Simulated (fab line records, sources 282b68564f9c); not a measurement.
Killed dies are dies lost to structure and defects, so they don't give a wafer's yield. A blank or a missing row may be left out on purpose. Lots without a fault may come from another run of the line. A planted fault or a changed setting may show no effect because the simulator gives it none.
fab line records | flow rit_cmos
record lots=6 wafers=18 last_day=7
route steps=202 shown REOX@100 NLDD@103 PLDD@114 SPACER@125
lots that met no fault: from a run of the same line without faults
start_h: hours from the record's first day to the start of the lot's first wafer shown | wait_h: hours since the lot's step before | " the same as in the row above | L1.1+2: a row that stands for several wafers | - no value, or no start given | * or withheld: withheld | < > ~ a bound
route shown NAME@n: a module of which the file shows steps, and the number in the route of the first | usual: mean/standard deviation of fault-free wafers | same: alike in all rows | chamber/n: place in a boat | sites: the reading at each site | _std_site: their standard deviation | _edge_site: outer sites' mean less inner sites' | radius_mm: how far each site lies from the wafer's centre | mask NAME#n: copy n | behind: the tool/chamber that last shaped the wafer | hold: why the lot was held/for how many hours/how that ended | device: the transistor (n, p or np) that didn't switch | end of line: the same wafers' tests at the end of the route | a step without rows: its recipe alone | killed: dies lost to structure and defects at the first sort, not the wafer's yield | map: a wafer's dies, x killed, . not, _ none there
set.NAME: the setting as run; set.NAME@STEP: as run at that earlier step | model.NAME: the simulator's own value behind a step, which no gauge read
lots at some steps of the route; a table a step, a row a wafer
services: from which hour (start_h, from the record's first day; less than 0 if before it) a tool's chamber was out of use, for how many hours, and why
## steps
# step RIT_REOX_CLEAN_02
# recipe chemistry=SC2 mix=3:3:50 time_s=600 temp_c=75 dry=n2_spin
# step RIT_REOX_OXIDATION_03
# recipe temp_c=900 ambient=O2 target_thk_a=252 ox_time_s=5580
# step RIT_REOX_THK_MEAS_04
# recipe reads=SiO2_of_REOX_OXIDATION_03
# usual REOX_OXIDE_THK=25.0/0.38
# columns lot.wafer tool chamber start_h wait_h REOX_OXIDE_THK[nm]
L629.1 film_metro-04 - 71.08 0.0 24.5
L629.5 " - " " 24.5
L629.6 " - " " 24.9
L630.4 film_metro-04 - 74.87 0.0 24.4
L630.5 " - " " 24.4
L630.6 " - " " 24.2
L636.1 film_metro-03 - 107.56 0.0 25.7
L636.4 " - " " 25.9
L636.6 " - " " 25.2
L639.2 film_metro-04 - 122.69 0.0 24.9
L639.3 " - " " 24.7
L639.4 " - " " 24.9
L641.1 film_metro-01 - 131.84 0.0 25.3
L641.3 " - " " 25.3
L641.5 " - " " 25.5
L646.1 film_metro-04 - 156.08 0.0 24.8
L646.3 " - " " 24.7
L646.5 " - " " 24.8
# step RIT_NLDD_HMDS_00
# recipe prime_time_s=60 prime_temp_c=140
# step RIT_NLDD_COAT_01
# recipe resist=NOVOLAK spin_rpm=3250 resist_thk_nm=1000
# step RIT_NLDD_SOFTBAKE_02
# recipe resist=NOVOLAK temp_c=90 time_s=62.75
# usual plate_sensor_t_centre_C=90.969/0.0095 plate_sensor_t_edge_C=91.020/0.01
# columns lot.wafer tool chamber start_h wait_h plate_sensor_t_centre_C plate_sensor_t_edge_C
L629.1 litho_track-03 0 71.44 0.1 90.972 91.040
L629.5 " 0 " " 90.959 91.019
L629.6 " 0 " " 90.959 91.026
L630.4 litho_track-04 0 75.27 0.1 90.970 91.013
L630.5 " 0 " " 90.968 91.018
L630.6 " 0 " " 90.971 91.031
L636.1 litho_track-04 0 107.92 0.1 90.988 91.021
L636.4 " 0 " " 90.981 91.010
L636.6 " 0 " " 90.971 91.024
L639.2 litho_track-04 0 123.06 0.1 90.961 91.023
L639.3 " 0 " " 90.988 91.007
L639.4 " 0 " " 90.974 91.021
L641.1 litho_track-03 0 132.20 0.1 90.971 91.019
L641.3 " 0 " " 90.973 91.015
L641.5 " 0 " " 90.970 91.017
L646.1 litho_track-04 0 156.44 0.1 90.966 91.010
L646.3 " 0 " " 90.971 91.024
L646.5 " 0 " " 90.971 91.029
# step RIT_NLDD_EXPOSE_03
# recipe mask_id=M7 na=0.57 target_cd_nm=40700 dose_mj=250
# step RIT_NLDD_PEB_04
# recipe resist=NOVOLAK temp_c=withheld time_s=withheld
# step RIT_NLDD_DEVELOP_05
# recipe resist=NOVOLAK develop_time_s=50 dev_temp_c=23
# step RIT_NLDD_OVL_MEAS_06
# usual NLDD_OVL=-0.1/1.7
# columns lot.wafer tool chamber start_h wait_h NLDD_OVL[nm]
L629.1 overlay-01 - 71.99 - -0.3
L629.5 " - " " -0.7
L629.6 " - " " 0.0
L630.4 overlay-01 - 75.77 - -0.8
L630.5 " - " " -2.2
L630.6 " - " " 0.5
L636.1 overlay-01 - 108.60 - 2.6
L636.4 " - " " 1.8
L636.6 " - " " 4.7
L639.2 overlay-01 - 123.59 - -0.6
L639.3 " - " " -0.8
L639.4 " - " " 0.6
L641.1 overlay-02 - 132.78 - 0.1
L641.3 " - " " -0.8
L641.5 " - " " 0.1
L646.1 overlay-01 - 156.99 - 1.4
L646.3 " - " " 0.4
L646.5 " - " " 2.2
# step RIT_NLDD_HARDBAKE_07
# recipe resist=NOVOLAK temp_c=140 time_s=60
# step RIT_NLDD_IMPLANT_08
# recipe species=P energy_kev=20 dose_cm2=5e+14 tilt_deg=7
# step RIT_NLDD_STRIP_09
# recipe chemistry=O2 time_s=180 resist=NOVOLAK platen_temp_c=withheld power_w=500 pressure_mtorr=4000 o2_flow_sccm=4000
# usual chamber_pressure_mTorr=4000/3.6 drypump_motor_current_A=5.8/0.55
# columns lot.wafer tool chamber start_h wait_h chamber_pressure_mTorr drypump_motor_current_A rf_hours_counter_h model.NOVOLAK_of_NLDD_COAT_01.thk_nm
L629.1 plasma_asher-01 1 72.33 0.1 - - - 883.2
L629.5 " 1 " " - - - 883.4
L629.6 " 0 " " - - - 881.7
L630.4 plasma_asher-03 1 76.14 0.1 - - - 880.6
L630.5 " 0 " " - - - 885.1
L630.6 " 1 " " - - - 888
L636.1 plasma_asher-04 0 108.94 0.1 4003 6.0 50 0
L636.4 " 0 " " 3995 6.1 - 0
L636.6 " 0 " " 4004 6.1 - 0
L639.2 plasma_asher-04 0 123.92 0.1 4000 6.0 53 0
L639.3 " 1 " " 4001 5.8 - 0
L639.4 " 0 " " 3998 6.0 - 0
L641.1 plasma_asher-04 1 133.11 0.1 4003 5.7 54 0
L641.3 " 0 " " 4009 6.0 - 0
L641.5 " 0 " " 4003 6.0 - 0
L646.1 plasma_asher-03 1 157.32 0.1 4004 4.9 30 0
L646.3 " 0 " " 4003 6.4 - 0
L646.5 " 0 " " 4000 6.4 - 0
# step RIT_NLDD_TW_MEAS_10
# usual NLDD_TW=2533/15
# columns lot.wafer tool chamber start_h wait_h NLDD_TW
L629.1 film_metro-03 - 72.50 0.1 2518
L629.5 " - " " 2516
L629.6 " - " " 2528
L630.4 film_metro-03 - 76.29 0.1 2503
L630.5 " - " " 2522
L630.6 " - " " 2536
L636.1 film_metro-02 - 109.11 0.1 2531
L636.4 " - " " 2519
L636.6 " - " " 2540
L639.2 film_metro-02 - 124.11 0.1 2550
L639.3 " - " " 2551
L639.4 " - " " 2547
L641.1 film_metro-04 - 133.29 0.1 2548
L641.3 " - " " 2548
L641.5 " - " " 2553
L646.1 film_metro-02 - 157.50 0.1 2544
L646.3 " - " " 2543
L646.5 " - " " 2530
# step RIT_PLDD_HMDS_00
# recipe prime_time_s=60 prime_temp_c=140
# step RIT_PLDD_COAT_01
# recipe resist=NOVOLAK spin_rpm=3250 resist_thk_nm=1000
# step RIT_PLDD_SOFTBAKE_02
# recipe resist=NOVOLAK temp_c=90 time_s=60
# step RIT_PLDD_EXPOSE_03
# recipe mask_id=M8 na=0.57 target_cd_nm=40900 dose_mj=250
# step RIT_PLDD_PEB_04
# recipe resist=NOVOLAK temp_c=withheld time_s=withheld
# step RIT_PLDD_DEVELOP_05
# recipe resist=NOVOLAK develop_time_s=50 dev_temp_c=23
# step RIT_PLDD_OVL_MEAS_06
# usual PLDD_OVL=-0.2/1.2
# columns lot.wafer tool chamber start_h wait_h PLDD_OVL[nm]
L629.1 overlay-02 - 73.56 - 0.0
L629.5 " - " " -0.6
L629.6 " - " " -0.4
L630.4 overlay-02 - 77.31 - -1.4
L630.5 " - " " -1.4
L630.6 " - " " -0.6
L636.1 overlay-01 - 110.02 - -0.9
L636.4 " - " " 0.8
L636.6 " - " " 0.5
L639.2 overlay-01 - 125.14 - 1.4
L639.3 " - " " 0.1
L639.4 " - " " 1.1
L641.1 overlay-02 - 134.35 - -2.6
L641.3 " - " " -0.7
L641.5 " - " " -2.9
L646.1 overlay-02 - 158.41 - -0.6
L646.3 " - " " 0.4
L646.5 " - " " 0.4
# step RIT_PLDD_HARDBAKE_07
# recipe resist=NOVOLAK temp_c=140 time_s=60
# step RIT_PLDD_IMPLANT_08
# recipe species=BF2 energy_kev=20 dose_cm2=9e+14 tilt_deg=7
# step RIT_PLDD_STRIP_09
# recipe chemistry=O2 time_s=180 resist=NOVOLAK platen_temp_c=withheld power_w=500 pressure_mtorr=4000 o2_flow_sccm=4000
# usual chamber_pressure_mTorr=4000/3.6 drypump_motor_current_A=5.8/0.35
# columns lot.wafer tool chamber start_h wait_h chamber_pressure_mTorr drypump_motor_current_A rf_hours_counter_h
L629.1 plasma_asher-04 0 73.90 0.1 4001 6.0 46
L629.5 " 1 " " 3994 5.8 -
L629.6 " 0 " " 3996 6.0 -
L630.4 plasma_asher-02 0 77.69 0.1 3999 5.7 -
L630.5 " 1 " " 3999 5.8 -
L630.6 " 0 " " 4000 5.7 -
L636.1 plasma_asher-01 0 110.36 0.1 3995 5.2 49
L636.4 " 1 " " 4004 6.5 -
L636.6 " 0 " " 3998 5.2 -
L639.2 plasma_asher-01 0 125.47 0.1 3996 5.2 52
L639.3 " 0 " " 4004 5.2 -
L639.4 " 1 " " 3995 6.5 -
L641.1 plasma_asher-02 1 134.69 0.1 4002 5.8 2
L641.3 " 0 " " 3997 5.7 -
L641.5 " 0 " " 3999 5.7 -
L646.1 plasma_asher-04 0 158.74 0.1 3999 6.0 57
L646.3 " 1 " " 3994 5.8 -
L646.5 " 1 " " 4001 5.8 -
# step RIT_PLDD_TW_MEAS_10
# usual PLDD_TW=2387/13
# columns lot.wafer tool chamber start_h wait_h PLDD_TW
L629.1 film_metro-03 - 74.07 0.1 30
L629.5 " - " " 30
L629.6 " - " " 30
L630.4 film_metro-04 - 77.84 0.1 31
L630.5 " - " " 31
L630.6 " - " " 31
L636.1 film_metro-03 - 110.53 0.1 2393
L636.4 " - " " 2378
L636.6 " - " " 2380
L639.2 film_metro-04 - 125.65 0.1 2399
L639.3 " - " " 2400
L639.4 " - " " 2388
L641.1 film_metro-04 - 134.86 0.1 2412
L641.3 " - " " 2406
L641.5 " - " " 2409
L646.1 film_metro-04 - 158.92 0.1 2392
L646.3 " - " " 2399
L646.5 " - " " 2391
# step RIT_SPACER_CLEAN_00
# recipe chemistry=SC1 mix=3:3:50 time_s=600 temp_c=75
## services
# columns tool chamber start_h hours kind
plasma_asher-03 - 99.91 28.1 pm
plasma_asher-02 - 108.75 9.0 pm
plasma_asher-02 0 108.75 9.0 vent_cycle
plasma_asher-02 1 108.75 9.0 vent_cycle
plasma_asher-02 0 117.75 - clean
plasma_asher-02 1 117.75 - clean
plasma_asher-01 - 129.07 1.5 repair
plasma_asher-03 - 136.23 5.4 repair
## key
first_sign step=RIT_NLDD_STRIP_09 reading=tool_record direction=missing
effect step=RIT_PLDD_TW_MEAS_10 reading=PLDD_TW direction=down sigmas=99+ usual=2387 struck=30
model_effect step=RIT_NLDD_STRIP_09 value=NOVOLAK_of_NLDD_COAT_01.thk_nm without=0 struck=883.6
met_at RIT_NLDD_STRIP_09
struck_wafers L629.1,L629.5,L629.6,L630.4,L630.5,L630.6
sort_left_out L629.1,L629.5,L629.6,L630.4,L630.5,L630.6
tester_left_out L629,L630
fault kind=skipped_step_whole tool=plasma_asher-01,plasma_asher-03 chamber=- onset_h=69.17 steps=RIT_NLDD_STRIP_09 scope=struck_lots_only
# tester_left_out: of these lots the tester's yield and bins aren't shown, on N5 and GAA mostly nor the transistor test; their killed dies are dies lost to structure and defects alone, not to doping, threshold or leakage, so they don't give the yield
# sort_left_out: the simulated sort isn't trusted on such a fault, so these wafers' sort isn't shown, and their yield isn't known
